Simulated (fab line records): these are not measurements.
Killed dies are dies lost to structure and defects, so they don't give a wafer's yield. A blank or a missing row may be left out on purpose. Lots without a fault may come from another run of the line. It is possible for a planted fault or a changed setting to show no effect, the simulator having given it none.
Which tool did it? ; flow berkeleyCmos170 ; 15 lots, 45 wafers sampled, at 5 steps of a route of 331

WHAT THE GAUGES SHOWED, per wafer
UCB170_PLDD_OVL_MEAS_07. Usual: for PLDD_OVL the level is 4 nm and the standard deviation is 5.1.
lot;measured;on;PLDD_OVL (nm);flag
L881;day 6 17:05;overlay-02;-3 -2 2;
L880;day 6 17:22;overlay-02;10 2 8;
L882;day 7 00:22;overlay-02;6 1 12;
L883;day 7 00:38;overlay-01;-4 -9 0;
L885;day 7 03:30;overlay-02;6 8 13;
L887;day 7 19:37;overlay-02;2 -6 -8;
L888;day 8 01:53;overlay-02;2 1 4;
L894;day 8 16:15;overlay-02;6 3 11;
L893;day 9 05:31;overlay-02;5 0 -4;
L892;day 9 05:48;overlay-02;1 -2 -4;
L895;day 9 06:05;overlay-02;4 8 5;
L896;day 9 19:41;overlay-02;4 5 7;
L899;day 10 10:22;overlay-01;2 7 9;
L903;day 11 03:22;overlay-02;-2 -4 -2;
L901;day 11 04:23;overlay-02;14 8 14;

UCB170_PSD_OVL_MEAS_07. Usual: for PSD_OVL the level is -4 nm and the standard deviation is 5.7.
lot;measured;on;PSD_OVL (nm);flag
L881;day 7 01:23;overlay-02;-5 0 -8;
L880;day 7 01:40;overlay-02;-10 -9 -14;
L882;day 7 07:34;overlay-01;-2 3 -1;
L883;day 7 07:25;overlay-01;-1 -1 3;
L885;day 7 11:43;overlay-02;-3 -3 -2;
L887;day 8 03:54;overlay-01;186 189 193;OFF
L888;day 8 11:23;overlay-01;174 182 176;OFF
L894;day 9 04:58;overlay-01;-14 -4 -8;
L893;day 9 14:45;overlay-02;-3 -8 -1;
L892;day 9 15:01;overlay-01;165 169 169;OFF
L895;day 9 15:19;overlay-02;-8 -6 -5;
L896;day 10 05:25;overlay-02;-14 -3 -9;
L899;day 10 19:05;overlay-02;-5 -5 -1;
L903;day 11 11:43;overlay-01;-3 -6 1;
L901;day 11 12:19;overlay-02;-10 -13 -2;

UCB170_NSD_TW_MEAS_10. Usual: for NSD_TW the level is 4180 and the standard deviation is 31.
lot;measured;on;NSD_TW;flag
L881;day 7 04:29;filmMetro-02;4231 4223 4238;
L880;day 7 04:49;filmMetro-03;4179 4189 4177;
L882;day 7 09:43;filmMetro-01;4165 4166 4162;
L883;day 7 09:28;filmMetro-03;4199 4185 4198;
L885;day 7 14:07;filmMetro-02;4255 4273 4269;
L887;day 8 07:17;filmMetro-02;4214 4213 4185;
L888;day 8 13:40;filmMetro-01;4158 4148 4145;
L894;day 9 07:11;filmMetro-02;4210 4198 4208;
L893;day 9 17:08;filmMetro-03;4169 4147 4175;
L892;day 9 17:18;filmMetro-01;4165 4184 4191;
L895;day 9 17:58;filmMetro-02;4177 4194 4200;
L896;day 10 07:19;filmMetro-01;4153 4139 4137;
L899;day 11 00:02;filmMetro-02;4215 4230 4196;
L903;day 11 13:29;filmMetro-01;4152 4158 4153;
L901;day 11 14:20;filmMetro-03;4145 4154 4158;

WHICH TOOL RAN EACH LOT (tool, then ch and the chambers of the sampled wafers, then the start)
lot;UCB170_GATE_ETCH_15;UCB170_PSD_EXPOSE_03
L881;rieSi-01 ch 0,1,2, day 6 15:24;krfScanner-01 ch 0, day 7 00:52
L880;rieSi-02 ch 0,1,3, day 6 15:41;krfScanner-02 ch 0, day 7 01:07
L882;rieSi-02 ch 0,3, day 6 21:48;krfScanner-02 ch 0, day 7 07:04
L883;rieSi-01 ch 0,2,3, day 6 22:05;krfScanner-01 ch 0, day 7 06:49
L885;rieSi-01 ch 1,3, day 7 01:49;krfScanner-02 ch 0, day 7 11:11
L887;rieSi-02 ch 1,2, day 7 17:40;krfScanner-02 ch 0, day 8 03:15
L888;rieSi-02 ch 0,1,2, day 8 00:17;krfScanner-02 ch 0, day 8 10:44
L894;rieSi-01 ch 2,3, day 8 14:51;krfScanner-01 ch 0, day 9 03:25
L893;rieSi-02 ch 1,2,3, day 9 02:39;krfScanner-01 ch 0, day 9 13:51
L892;rieSi-02 ch 1,2,3, day 9 02:56;krfScanner-02 ch 0, day 9 14:07
L895;rieSi-02 ch 0,3, day 9 03:08;krfScanner-01 ch 0, day 9 14:40
L896;rieSi-01 ch 0,1,3, day 9 18:00;krfScanner-01 ch 0, day 10 04:41
L899;rieSi-02 ch 1,2, day 10 08:38;krfScanner-01 ch 0, day 10 18:19
L903;rieSi-01 ch 1,2,3, day 11 00:39;krfScanner-01 ch 0, day 11 11:12
L901;rieSi-02 ch 1,2, day 11 00:59;krfScanner-01 ch 0, day 11 11:50
- UCB170_GATE_ETCH_15: etches poly-Si in HBr/Cl2, stops on SiO2, time 56.3 s, target depth 278.2 nm.
- UCB170_PSD_EXPOSE_03: exposes mask PSELECT MOD, target cd 1200 nm.

WHAT THE TOOLS THEMSELVES READ (means of the sampled wafers that have a number; where no wafer has one, the mark that the record gives instead)
UCB170_GATE_ETCH_15. Usual: drypumpMotorCurrentA 5.6 A, standard deviation 0.31; oesProductAu 0.826 a.u., standard deviation 0.016; throttleValvePct 26.49 %, standard deviation 0.28.
lot;tool;drypumpMotorCurrentA (A);oesProductAu (a.u.);throttleValvePct (%);flag
L881;rieSi-01;5.8;0.835;26.53;
L880;rieSi-02;5.5;0.815;26.45;
L882;rieSi-02;5.4;0.817;26.74;
L883;rieSi-01;5.9;0.845;26.55;
L885;rieSi-01;5.3;0.820;26.34;
L887;rieSi-02;5.5;0.828;26.50;
L888;rieSi-02;5.6;0.825;26.43;
L894;rieSi-01;6.0;0.839;26.55;
L893;rieSi-02;5.4;0.811;26.51;
L892;rieSi-02;5.4;0.817;26.51;
L895;rieSi-02;5.6;0.820;26.66;
L896;rieSi-01;5.6;0.827;26.44;
L899;rieSi-02;5.5;0.814;26.23;
L903;rieSi-01;5.6;0.832;26.41;
L901;rieSi-02;5.5;0.815;26.23;

UCB170_PSD_EXPOSE_03. Usual: 23.00 C for reticleTempC, sd 0.11.
lot;tool;reticleTempC (C);flag
L881;krfScanner-01;23.02;
L880;krfScanner-02;22.98;
L882;krfScanner-02;22.95;
L883;krfScanner-01;23.03;
L885;krfScanner-02;23.13;
L887;krfScanner-02;22.96;
L888;krfScanner-02;22.96;
L894;krfScanner-01;23.02;
L893;krfScanner-01;23.01;
L892;krfScanner-02;22.90;
L895;krfScanner-01;22.98;
L896;krfScanner-01;22.93;
L899;krfScanner-01;22.95;
L903;krfScanner-01;23.15;
L901;krfScanner-01;23.06;

THE ANSWER, worked out from the rows above alone
Rule: a lot counts as off when the mean over its wafers that have a number is more than 3 standard deviations away from the usual mean. Also off: a lot with no number at a reading for which 4 or more lots have one. The other lots that the step has rows for count as sound. The gauges are gone through in route order, then the tools' own readings, and for those a lot's mean is taken as printed above. At the first step where some lot is off, the reading lying furthest off is the one used; lots without a number count as furthest.
Off: L887, L888, L892, at UCB170_PSD_OVL_MEAS_07 (PSD_OVL).
A tool fits if, at a process step before that reading, it ran every lot that is off, and no sound lot after the first of them. Those tools and the gauges at UCB170_PSD_OVL_MEAS_07 are tried in the same way. One fits: UCB170_PSD_EXPOSE_03 on krfScanner-02. A fault onset in the window from L885 (day 7 11:11, its last sound lot) to L887 (day 8 03:15, its first lot off) fits.

WHAT HAD BEEN PUT IN BY THE SIMULATOR
Scanner matching overlay: krfScanner-02, from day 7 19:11 on, at UCB170_PSD_EXPOSE_03. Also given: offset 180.
Struck lots among those shown: L887, L888, L892. The rule given above showed the same thing.
